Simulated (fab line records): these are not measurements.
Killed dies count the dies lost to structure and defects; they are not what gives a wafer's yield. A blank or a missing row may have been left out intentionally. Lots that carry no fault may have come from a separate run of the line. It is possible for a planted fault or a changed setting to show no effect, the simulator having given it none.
A lot that was struck, set against a sound lot | flow rit_cmos | 20 steps out of a route of 202
Sound: the wafers L900.3, L900.4, L900.6. Struck: wafers L914.1, L914.4, L914.6. Last of all comes the cause.
Each step with rows lists, per side, the tool, then ch with its chambers, then its first start. Under that, the readings that differ: sound wafers | struck wafers | difference of the means | sigmas: that difference in standard deviations of wafers without a fault.
alike: readings with means less than 2 such deviations apart, plus words and numbers identical on both sides. not compared: withheld readings, readings lacking a value on some wafer, bounds such as >300 that could conceal the same value, and numbers that have no deviation in the record and whose values overlap.
Wherever a step has rows on one side only, a row that says differs or no value, or a row with sigmas, the two part there. Non-overlapping numbers with no deviation appear without sigmas and do not part them. A reading that every wafer of one side lacks parts them only if that side has two wafers or more.

first, 2 steps without rows for these wafers: RIT_NWELL_HARDBAKE_07 (time 120 s); RIT_NWELL_IMPLANT_08.
RIT_NWELL_STRIP_09: strips in O2, time 180 s.
  sound on plasma_asher-04 ch 0,1, day 2 02:32; struck on plasma_asher-03 ch 0,1, day 5 01:13
  alike: drypump_motor_current_A
  not compared: rf_hours_counter_h
RIT_NWELL_TW_MEAS_10:
  sound on film_metro-02 at day 2 02:40; struck on film_metro-04 at day 5 01:24
  alike: NWELL_TW
then, 6 steps without rows for these wafers: RIT_PWELL_HMDS_00 (prime time 60 s); RIT_PWELL_COAT_01 (resist thk 1300 nm); RIT_PWELL_SOFTBAKE_02 (time 60 s); RIT_PWELL_EXPOSE_03 (exposes mask M3, target cd 43700 nm); RIT_PWELL_PEB_04; RIT_PWELL_DEVELOP_05 (develop time 68 s).
RIT_PWELL_OVL_MEAS_06:
  sound on overlay-01 at day 2 03:37; struck on overlay-02 at day 5 02:28
  alike: PWELL_OVL
then, 1 step without rows for these wafers: RIT_PWELL_HARDBAKE_07 (time 120 s).
RIT_PWELL_IMPLANT_08:
  sound on implanter-02 ch 0, day 2 03:56; struck on implanter-03 ch 0, day 5 02:45
  reading            | sound                         | struck                        | difference | sigmas
  dose_ions_cm2      | 6.993e+13 7.006e+13 6.993e+13 | 5.536e+13 5.511e+13 5.529e+13 | -1.472e+13 | -99 or more
  faraday_current_uA | 231 219 231                   | 171 174 176                   | -53        | -12
RIT_PWELL_STRIP_09: strips in O2, time 180 s.
  sound on plasma_asher-04 ch 0,1, day 2 04:05; struck on plasma_asher-02 ch 0,1, day 5 02:54
  alike: drypump_motor_current_A
  not compared: rf_hours_counter_h
RIT_PWELL_TW_MEAS_10:
  sound on film_metro-01 at day 2 04:13; struck on film_metro-02 at day 5 03:04
  reading  | sound       | struck      | difference | sigmas
  PWELL_TW | 938 940 930 | 891 889 886 | -47        | -6
then, 1 step without rows for these wafers: RIT_WELLDRIVE_ANNEAL_00 (time 14700 s).
RIT_WELLDRIVE_RS_MEAS_01: uses a four-point probe to measure.
  sound on film_metro-02 at day 2 09:34; struck on film_metro-04 at day 5 08:13
  reading           | sound             | struck            | difference | sigmas
  NWELL_RS (ohm/sq) | 276.6 276.3 277.2 | 275.0 274.9 274.8 | -1.8       | -3
RIT_WELLDRIVE_RS_MEAS_02: uses a four-point probe to measure.
  sound on film_metro-02 at day 2 09:41; struck on film_metro-04 at day 5 08:20
  reading           | sound             | struck            | difference | sigmas
  PWELL_RS (ohm/sq) | 430.6 431.7 431.3 | 499.2 499.4 498.0 | +67.7      | +56
then, 1 step without rows for these wafers: RIT_NRETRO_HMDS_00 (prime time 60 s).
RIT_M1_PROBE_99:
  sound on prober-02 at day 3 18:35; struck on prober-02 at day 6 12:29
  reading                                | sound             | struck            | difference | sigmas
  model.etest.nmos_0p3.r_on_ohm_um       | 2156 2177 2166    | 1973 1959 1984    | -194       |
  model.etest.pwell_pinched.rs_ohm_sq    | 460.3 461.7 459   | 530.5 531.4 532.9 | +71.3      |
  model.etest.pwell.rs_ohm_sq            | 411.6 408.8 412.3 | 467.9 475.5 473.7 | +61.5      |
  model.etest.nmos_turned.drive_ua_um    | 339.5 336 342.8   | 389.1 399.2 391.3 | +53.8      |
  model.etest.nmos_0p15.drive_ua_um      | 472.1 462.6 473.4 | 539.2 553.6 537.3 | +74.0      |
  model.etest.nmos_narrow.drive_ua_um    | 215.6 214.9 220.6 | 271.8 271.4 269.3 | +53.8      |
  model.etest.nmos_0p3.drive_ua_um       | 219.1 219.3 221.1 | 261.4 263.8 259.7 | +41.8      |
  model.etest.well_edge_left.line_ohm_um | 183.4 184.8 183.8 | 174.3 176.2 173.7 | -9.3       |
  alike: killed_at_front_end, killed_dies, killed_open, killed_short

## WHERE THEY PART
At RIT_PWELL_IMPLANT_08 first; at RIT_WELLDRIVE_RS_MEAS_02 last (within this record only). Later steps at which nothing parts them and some readings are alike: RIT_M1_PROBE_99.

WHY: whatever the simulator had introduced
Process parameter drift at RIT_PWELL_IMPLANT_08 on implanter-03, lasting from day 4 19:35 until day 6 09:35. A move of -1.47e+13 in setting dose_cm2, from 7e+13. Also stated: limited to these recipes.
